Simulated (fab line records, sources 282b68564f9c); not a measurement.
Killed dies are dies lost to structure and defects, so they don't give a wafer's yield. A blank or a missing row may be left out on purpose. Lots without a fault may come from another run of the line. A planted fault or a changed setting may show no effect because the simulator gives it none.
Which tool did it? | flow rit_cmos | 14 lots, 42 wafers sampled, at 3 steps of a route of 202

WHAT THE GAUGES READ, wafer by wafer
RIT_ACTIVE_CD_MEAS_11: target cd 1400 nm.
lot  | measured    | on        | cd_nm (nm)
L770 | day 1 14:29 | cd_sem-01 | 1402.6 1402.9 1402.4
L771 | day 1 19:35 | cd_sem-01 | 1401.6 1402.7 1403.5
L775 | day 2 16:30 | cd_sem-01 | 1396.8 1396.3 1396.7
L777 | day 3 01:34 | cd_sem-01 | 1397.3 1398.7 1395.2
L781 | day 3 21:28 | cd_sem-02 | 1403.1 1403.5 1403.5
L782 | day 4 03:01 | cd_sem-01 | 1398.1 1399.3 1399.0
L784 | day 4 12:36 | cd_sem-01 | 1398.8 1400.7 1397.4
L785 | day 4 17:29 | cd_sem-02 | 1399.7 1399.5 1399.8
L786 | day 4 23:13 | cd_sem-02 | 1400.5 1401.3 1401.1
L787 | day 5 05:26 | cd_sem-02 | 1401.9 1401.9 1404.5
L789 | day 5 13:35 | cd_sem-02 | 1397.6 1399.5 1396.4
L791 | day 5 23:40 | cd_sem-01 | 1400.9 1400.2 1401.6
L792 | day 6 04:35 | cd_sem-02 | 1395.6 1394.4 1395.6
L793 | day 6 10:58 | cd_sem-02 | 1399.9 1400.4 1399.8

RIT_ACTIVE_CD_MEAS_90: target cd 1400 nm.
lot  | measured    | on        | cd_nm (nm)
L770 | day 1 15:04 | cd_sem-01 | 1402.6 1403.1 1402.6
L771 | day 1 20:10 | cd_sem-01 | 1402.0 1402.4 1403.6
L775 | day 2 17:05 | cd_sem-01 | 1396.3 1396.1 1396.7
L777 | day 3 02:21 | cd_sem-01 | 1397.2 1398.6 1395.8
L781 | day 3 22:02 | cd_sem-02 | 1403.0 1403.4 1403.6
L782 | day 4 03:41 | cd_sem-01 | 1398.1 1399.1 1399.2
L784 | day 4 13:11 | cd_sem-02 | 1398.3 1400.6 1398.1
L785 | day 4 18:04 | cd_sem-01 | 1399.7 1400.2 1400.0
L786 | day 4 23:47 | cd_sem-02 | 1401.1 1401.6 1401.3
L787 | day 5 06:01 | cd_sem-01 | 1401.8 1401.7 1404.7
L789 | day 5 14:29 | cd_sem-01 | 1397.5 1400.1 1396.6
L791 | day 6 00:14 | cd_sem-02 | 1401.1 1400.4 1401.5
L792 | day 6 05:21 | cd_sem-02 | 1395.8 1394.4 1395.6
L793 | day 6 11:33 | cd_sem-02 | 1400.2 1400.4 1399.6

WHICH TOOL RAN EACH LOT (tool, then ch and the chambers of the sampled wafers, then the start)
lot  | RIT_ACTIVE_EXPOSE_08
L770 | iline_stepper-01 ch 0, day 1 14:05
L771 | iline_stepper-02 ch 0, day 1 19:11
L775 | iline_stepper-01 ch 0, day 2 15:10
L777 | iline_stepper-01 ch 0, day 3 01:10
L781 | iline_stepper-02 ch 0, day 3 21:04
L782 | iline_stepper-02 ch 0, day 4 02:37
L784 | iline_stepper-02 ch 0, day 4 12:12
L785 | iline_stepper-02 ch 0, day 4 17:05
L786 | iline_stepper-02 ch 0, day 4 22:49
L787 | iline_stepper-02 ch 0, day 5 05:02
L789 | iline_stepper-02 ch 0, day 5 13:11
L791 | iline_stepper-02 ch 0, day 5 23:16
L792 | iline_stepper-02 ch 0, day 6 04:06
L793 | iline_stepper-02 ch 0, day 6 10:29
- RIT_ACTIVE_EXPOSE_08: exposes mask M1, target cd 1400 nm.

WHAT THE TOOLS THEMSELVES READ (means of the sampled wafers that have a number; where no wafer has one, the mark that the record gives instead)
RIT_ACTIVE_EXPOSE_08.
lot  | tool             | exposure_dose_mJ_cm2
L770 | iline_stepper-01 | 225.10
L771 | iline_stepper-02 | 225.05
L775 | iline_stepper-01 | 228.16
L777 | iline_stepper-01 | 227.75
L781 | iline_stepper-02 | 224.96
L782 | iline_stepper-02 | 224.76
L784 | iline_stepper-02 | 224.78
L785 | iline_stepper-02 | 225.00
L786 | iline_stepper-02 | 225.05
L787 | iline_stepper-02 | 224.54
L789 | iline_stepper-02 | 224.34
L791 | iline_stepper-02 | 224.98
L792 | iline_stepper-02 | 224.76
L793 | iline_stepper-02 | 224.71

THE ANSWER, worked out from the rows above alone
Rule: what is usual is taken from the lots themselves. Put in order of their means at a reading, lots are off if they are a third of the lots or fewer, leave a main group of 4 or more, and stand apart from it by a gap of 3 or more times the standard deviation of the main group's means; of several such gaps the widest counts. A main group whose means are all the same, to the digits that the tables above print for the reading, isn't used. A lot without any number at a reading at which 4 lots or more have one is off too. The other lots that the step has rows for count as sound. The gauges are gone through in route order, then the tools' own readings, and for those a lot's mean is taken as printed above. The first step at which some lot is off is used, and at that step the reading that is off furthest; a lot without a number counts as furthest.
Off: L775, L777, at RIT_ACTIVE_EXPOSE_08 (exposure_dose_mJ_cm2). The main group: mean 224.84, standard deviation 0.22.
A tool fits if, at that step or a process step before it, it ran every lot that is off, and no sound lot after the first of them. One fits: iline_stepper-01 at RIT_ACTIVE_EXPOSE_08. Its last sound lot is L770 (day 1 14:05), its first lot that is off L775 (day 2 15:10): a fault that began between those two fits.
The tool's own readings at RIT_ACTIVE_EXPOSE_08 bear it out: on the lots that are off they differ by more than 5 times the standard deviation of the sound lots' means. exposure_dose_mJ_cm2 reads 227.95 there against 224.84 on the sound lots.

WHAT THE SIMULATOR HAD PUT IN
Process parameter drift: iline_stepper-01, from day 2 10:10 on, at RIT_ACTIVE_EXPOSE_08. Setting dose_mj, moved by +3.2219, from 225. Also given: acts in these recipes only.
Lots struck among those shown: L775, L777. The rule above found the same.
